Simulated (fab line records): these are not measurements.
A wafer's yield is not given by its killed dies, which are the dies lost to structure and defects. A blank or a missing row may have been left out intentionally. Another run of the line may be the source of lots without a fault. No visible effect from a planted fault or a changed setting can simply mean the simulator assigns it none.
Which of the tools did it? | flow berkeley cmos170 | Sampling: 13 lots, 39 wafers, 5 of 331 route steps

WHAT EACH GAUGE READ, for each wafer
UCB170_M3_BOW_MEAS_20. Usual: M3_BOW typically reads 35 um, with standard deviation 8.2.
lot  | measured     | on            | M3_BOW (um) | flag
L835 | day 8 08:33  | film metro-01 | 30 28 34    |
L837 | day 8 08:26  | film metro-02 | 51 36 50    |
L836 | day 8 08:38  | film metro-03 | 31 30 35    |
L838 | day 8 09:41  | film metro-03 | 35 28 30    |
L839 | day 9 01:34  | film metro-02 | 31 32 41    |
L840 | day 9 01:47  | film metro-03 | 53 45 34    |
L846 | day 10 01:10 | film metro-03 | 37 45       |
L848 | day 10 20:13 | film metro-02 | 37 40 35    |
L851 | day 11 01:04 | film metro-02 | 28 33 36    |
L850 | day 11 11:18 | film metro-01 | 22 40 28    |
L853 | day 11 13:05 | film metro-02 | 29 40 35    |
L855 | day 11 11:22 | film metro-03 | 41 37 44    |
L857 | day 12 12:10 | film metro-03 | 30 31 33    |

WHICH TOOL RAN EACH LOT (tool, then ch and the chambers of the sampled wafers, then the start)
lot  | UCB170_PWELL_ETCH_14              | UCB170_PWELL_STRIP_16               | UCB170_PVT_STRIP_08                  | UCB170_M2_STRIP_07
L835 | rie diel-04 ch 0,1,2, day 3 06:21 | plasma asher-04 ch 0,1, day 3 06:36 | plasma asher-03 ch 0,1, day 6 00:11  | plasma asher-03 ch 0,1, day 7 22:17
L837 | rie diel-01 ch 0,1,2, day 3 06:33 | plasma asher-03 ch 1, day 3 06:48   | plasma asher-03 ch 0,1, day 5 23:38  | plasma asher-03 ch 0,1, day 7 22:01
L836 | rie diel-02 ch 0,1,3, day 3 06:50 | plasma asher-04 ch 0,1, day 3 07:05 | plasma asher-04 ch 0,1, day 5 23:56  | plasma asher-03 ch 0,1, day 7 22:44
L838 | rie diel-01 ch 1,2,3, day 3 18:05 | plasma asher-03 ch 0,1, day 3 18:20 | plasma asher-04 ch 0,1, day 6 11:20  | plasma asher-01 ch 0,1, day 8 01:28
L839 | rie diel-01 ch 0,1,3, day 4 05:50 | plasma asher-04 ch 0,1, day 4 06:05 | plasma asher-03 ch 0,1, day 6 19:24  | plasma asher-03 ch 0,1, day 8 16:11
L840 | rie diel-04 ch 1,2, day 4 05:58   | plasma asher-03 ch 0,1, day 4 06:13 | plasma asher-01 ch 0,1, day 6 19:41  | plasma asher-02 ch 0,1, day 8 16:29
L846 | rie diel-01 ch 0,1,2, day 5 16:19 | plasma asher-04 ch 0,1, day 5 16:34 | plasma asher-03 ch 0,1, day 8 00:22  | plasma asher-03 ch 0,1, day 9 15:23
L848 | rie diel-02 ch 1,2,3, day 5 16:53 | plasma asher-04 ch 0,1, day 5 17:08 | plasma asher-01 ch 0,1, day 8 07:33  | plasma asher-03 ch 0,1, day 10 11:11
L851 | rie diel-04 ch 0,1, day 6 10:51   | plasma asher-04 ch 0,1, day 6 11:06 | plasma asher-04 ch 0,1, day 8 19:44  | plasma asher-01 ch 0,1, day 10 16:53
L850 | rie diel-02 ch 0,3, day 6 11:02   | plasma asher-01 ch 0,1, day 6 11:17 | plasma asher-03 ch 0,1, day 9 02:07  | plasma asher-03 ch 0,1, day 10 22:44
L853 | rie diel-04 ch 1,2, day 6 16:21   | plasma asher-04 ch 0,1, day 6 16:36 | plasma asher-04 ch 0,1, day 9 07:43  | plasma asher-01 ch 0,1, day 11 01:32
L855 | rie diel-02 ch 2,3, day 6 23:58   | plasma asher-04 ch 0,1, day 7 00:14 | plasma asher-01 ch 1, day 9 07:40    | plasma asher-02 ch 0,1, day 11 00:49
L857 | rie diel-02 ch 0,1,2, day 7 16:56 | plasma asher-04 ch 0,1, day 7 17:11 | plasma asher-01 ch 0,1, day 10 03:26 | plasma asher-01 ch 0,1, day 12 01:14
- UCB170_PWELL_ETCH_14: etches Si3N4 in CH3F/Ar/O2, stops on SiO2, target depth 242 nm, time 151 s.
- UCB170_PWELL_STRIP_16: strips in O2.
- UCB170_PVT_STRIP_08: strips in O2.
- UCB170_M2_STRIP_07: strips in O2.

WHAT THE TOOLS THEMSELVES READ (means of the sampled wafers that have a number; where no wafer has one, the mark that the record gives instead)
UCB170_PWELL_ETCH_14. Usual: drypump motor current A 5.6 A, standard deviation 0.59; oes product au 0.946 a.u., standard deviation 0.014; throttle valve pct 8.03 %, standard deviation 0.11.
lot  | tool        | drypump motor current A (A) | oes product au (a.u.) | throttle valve pct (%) | flag
L835 | rie diel-04 | 5.5                         | 0.953                 | 8.06                   |
L837 | rie diel-01 | 5.1                         | 0.949                 | 8.04                   |
L836 | rie diel-02 | 5.8                         | 0.953                 | 8.10                   |
L838 | rie diel-01 | 5.2                         | 0.932                 | 7.95                   |
L839 | rie diel-01 | 5.4                         | 0.928                 | 7.91                   |
L840 | rie diel-04 | 5.5                         | 0.957                 | 8.00                   |
L846 | rie diel-01 | 5.1                         | 0.924                 | 8.04                   |
L848 | rie diel-02 | 5.8                         | 0.947                 | 8.04                   |
L851 | rie diel-04 | 5.4                         | 0.954                 | 8.02                   |
L850 | rie diel-02 | 6.3                         | 0.948                 | 8.18                   |
L853 | rie diel-04 | 5.6                         | 0.966                 | 8.02                   |
L855 | rie diel-02 | 6.3                         | 0.943                 | 8.05                   |
L857 | rie diel-02 | 5.7                         | 0.947                 | 8.08                   |

UCB170_PWELL_STRIP_16. Usual: drypump motor current A 5.6 A, standard deviation 0.39; oes product au 0.721 a.u., standard deviation 0.0047; strip time to endpoint s 18.09 s, standard deviation 0.068.
lot  | tool            | drypump motor current A (A) | oes product au (a.u.) | strip time to endpoint s (s) | flag
L835 | plasma asher-04 | 5.9                         | 0.720                 | 18.16                        |
L837 | plasma asher-03 | 5.4                         | 0.720                 | 18.11                        |
L836 | plasma asher-04 | 5.7                         | 0.716                 | 18.07                        |
L838 | plasma asher-03 | 5.3                         | 0.718                 | 18.03                        |
L839 | plasma asher-04 | 5.9                         | 0.720                 | 18.17                        |
L840 | plasma asher-03 | 5.2                         | 0.718                 | 18.03                        |
L846 | plasma asher-04 | 5.7                         | 0.721                 | 18.39                        | OFF
L848 | plasma asher-04 | 5.9                         | 0.724                 | 18.15                        |
L851 | plasma asher-04 | 5.9                         | 0.722                 | 17.97                        |
L850 | plasma asher-01 | 5.5                         | 0.721                 | 18.03                        |
L853 | plasma asher-04 | 5.7                         | 0.719                 | 18.09                        |
L855 | plasma asher-04 | 5.7                         | 0.720                 | 18.11                        |
L857 | plasma asher-04 | 5.9                         | 0.715                 | 18.05                        |

UCB170_PVT_STRIP_08. Usual: drypump motor current A 5.5 A, standard deviation 0.36; oes product au 0.735 a.u., standard deviation 0.005; strip time to endpoint s 21.62 s, standard deviation 0.069.
lot  | tool            | drypump motor current A (A) | oes product au (a.u.) | strip time to endpoint s (s) | flag
L835 | plasma asher-03 | 5.2                         | 0.732                 | 21.69                        |
L837 | plasma asher-03 | 5.3                         | 0.731                 | 21.70                        |
L836 | plasma asher-04 | 5.7                         | 0.736                 | 21.60                        |
L838 | plasma asher-04 | 5.9                         | 0.737                 | 21.65                        |
L839 | plasma asher-03 | 5.3                         | 0.734                 | 21.70                        |
L840 | plasma asher-01 | 5.6                         | 0.733                 | 21.58                        |
L846 | plasma asher-03 | 5.2                         | 0.737                 | 21.52                        |
L848 | plasma asher-01 | 5.5                         | 0.738                 | 21.72                        |
L851 | plasma asher-04 | 5.7                         | 0.736                 | 21.62                        |
L850 | plasma asher-03 | 5.3                         | 0.736                 | 21.69                        |
L853 | plasma asher-04 | 5.7                         | 0.735                 | 21.54                        |
L855 | plasma asher-01 | 5.8                         | 0.736                 | 21.62                        |
L857 | plasma asher-01 | 5.5                         | 0.739                 | 21.58                        |

UCB170_M2_STRIP_07. Usual: drypump motor current A 5.4 A, standard deviation 0.37; oes product au 0.735 a.u., standard deviation 0.0044; strip time to endpoint s 21.98 s, standard deviation 0.07.
lot  | tool            | drypump motor current A (A) | oes product au (a.u.) | strip time to endpoint s (s) | flag
L835 | plasma asher-03 | 5.2                         | 0.736                 | 22.02                        |
L837 | plasma asher-03 | 5.3                         | 0.736                 | 21.98                        |
L836 | plasma asher-03 | 5.3                         | 0.739                 | 21.97                        |
L838 | plasma asher-01 | 5.5                         | 0.728                 | 22.02                        |
L839 | plasma asher-03 | 5.2                         | 0.741                 | 22.00                        |
L840 | plasma asher-02 | 5.6                         | 0.736                 | 22.01                        |
L846 | plasma asher-03 | 5.2                         | 0.734                 | 21.93                        |
L848 | plasma asher-03 | 5.2                         | 0.735                 | 21.99                        |
L851 | plasma asher-01 | 5.5                         | 0.733                 | 21.93                        |
L850 | plasma asher-03 | 5.3                         | 0.732                 | 21.88                        |
L853 | plasma asher-01 | 5.5                         | 0.734                 | 22.04                        |
L855 | plasma asher-02 | 5.6                         | 0.735                 | 22.00                        |
L857 | plasma asher-01 | 5.6                         | 0.733                 | 21.93                        |

THE ANSWER, worked out from the rows above alone
Rule: a lot counts as off when the mean over its wafers that have a number is more than 3 standard deviations away from the usual mean. A lot without any number at a reading at which 4 lots or more have one is off too. The other lots that the step has rows for count as sound. After the gauges, taken in route order, come the tools' own readings; for these a lot's mean is taken, as printed above. The first step at which some lot is off is used, and at that step the reading that is off furthest; a lot without a number counts as furthest.
Off at UCB170_PWELL_STRIP_16 (strip time to endpoint s): L846.
If a tool, at that step or one of the process steps before it, ran each lot that is off and ran no sound lot following the first of them, it fits. One fits: rie diel-01 at UCB170_PWELL_ETCH_14. Its last sound lot is L839 (day 4 05:50), its first lot that is off L846 (day 5 16:19): a fault that began between those two fits.

WHAT WAS PUT IN BY THE SIMULATOR
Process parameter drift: rie diel-01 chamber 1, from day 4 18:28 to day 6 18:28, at UCB170_PWELL_ETCH_14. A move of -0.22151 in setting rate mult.
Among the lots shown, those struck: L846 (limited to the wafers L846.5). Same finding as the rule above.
